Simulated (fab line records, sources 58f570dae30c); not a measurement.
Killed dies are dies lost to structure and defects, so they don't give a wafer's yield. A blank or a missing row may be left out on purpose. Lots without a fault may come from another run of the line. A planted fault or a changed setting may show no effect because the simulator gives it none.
Problem report in the 8D (eight disciplines) form, filled by code | flow berkeley_cmos170 | the parts of the form that need people (team, actions taken, sign-off) are left out

1. THE PROBLEM
run_length_s at UCB170_M3_METAL_ETCH_18 reads a mean of 269.4 s on 6 wafers of 2 lots; wafers without a fault read 223.4 s with a standard deviation of 0.43. That is +99 or more standard deviations from the usual mean.
The step: etches Al in Cl2/BCl3, stops on SiO2, target depth 1170 nm, time 195 s.
First seen on wafer L828.2, day 13 23:32, on rie_metal-02. The record holds 42 wafers of 14 lots with a number at this step. Rule for "out", or "out of limits": more than 4 standard deviations from the usual mean. The other wafers with a number count as sound.

2. WHAT IT IS AND WHAT IT IS NOT
question                    | is                           | is not
which readings at this step | run_length_s, oes_product_au | drypump_motor_current_A, throttle_valve_pct
which lots                  | L828, L830                   | L808, L809, L810, L811, L813, L814, L815, L816, L817, L819, L820, L826
which wafers of those lots  | all that have a number       | -
read on which tools         | rie_metal-02                 | rie_metal-03, rie_metal-04
when                        | from day 13 23:32            | up to then (36 sound wafers)

3. SUSPECTS, AND WHAT RULES EACH OUT
Counting: a tool at a process step up to the reading stays a suspect if it ran every lot that is out and no sound lot after the first of them.
- rie_metal-02 at UCB170_M3_METAL_ETCH_18 (etches Al in Cl2/BCl3, stops on SiO2, target depth 1170 nm, time 195 s): kept. It ran every lot that is out, first L828 (day 13 23:32), and no sound lot after that; its last sound lot up to then is L826 (day 13 15:37). Its own readings are out on those wafers: oes_product_au, run_length_s.
Left after counting: rie_metal-02 at UCB170_M3_METAL_ETCH_18.

4. THE CAUSE (what the simulator had put in)
Process parameter drift: rie_metal-02, from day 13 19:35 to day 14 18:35, at UCB170_M3_METAL_ETCH_18. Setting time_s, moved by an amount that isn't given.
Counting left only this tool.

5. THE CHAIN OF EFFECTS, in route order
Each row: a reading whose mean over the struck wafers that have a number lies more than 3 standard deviations from the usual. Only readings for which the record gives a usual standard deviation are gone through. hours: the time from each lot's start at the first step in this table that gives one to its start at this step, as a median over the lots. sigmas: the change in usual standard deviations.
hours | step                    | reading        | usual      | on struck wafers | change | sigmas
0     | UCB170_M3_METAL_ETCH_18 | oes_product_au | 0.846 a.u. | 0.754            | -0.092 | -7.1
0     | UCB170_M3_METAL_ETCH_18 | run_length_s   | 223.4 s    | 269.4            | +46.0  | +99 or more
0     | UCB170_M3_STRIP_19      | oes_product_au | 0.548 a.u. | 0.387            | -0.161 | -6.0
The process steps in it:
- UCB170_M3_METAL_ETCH_18: etches Al in Cl2/BCl3, stops on SiO2, target depth 1170 nm, time 195 s.
- UCB170_M3_STRIP_19: strips in O2.

6. WHAT WOULD HAVE CAUGHT IT SOONER
In this record the first reading out of limits was taken at day 13 23:32, 4 hours after the fault began at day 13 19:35.
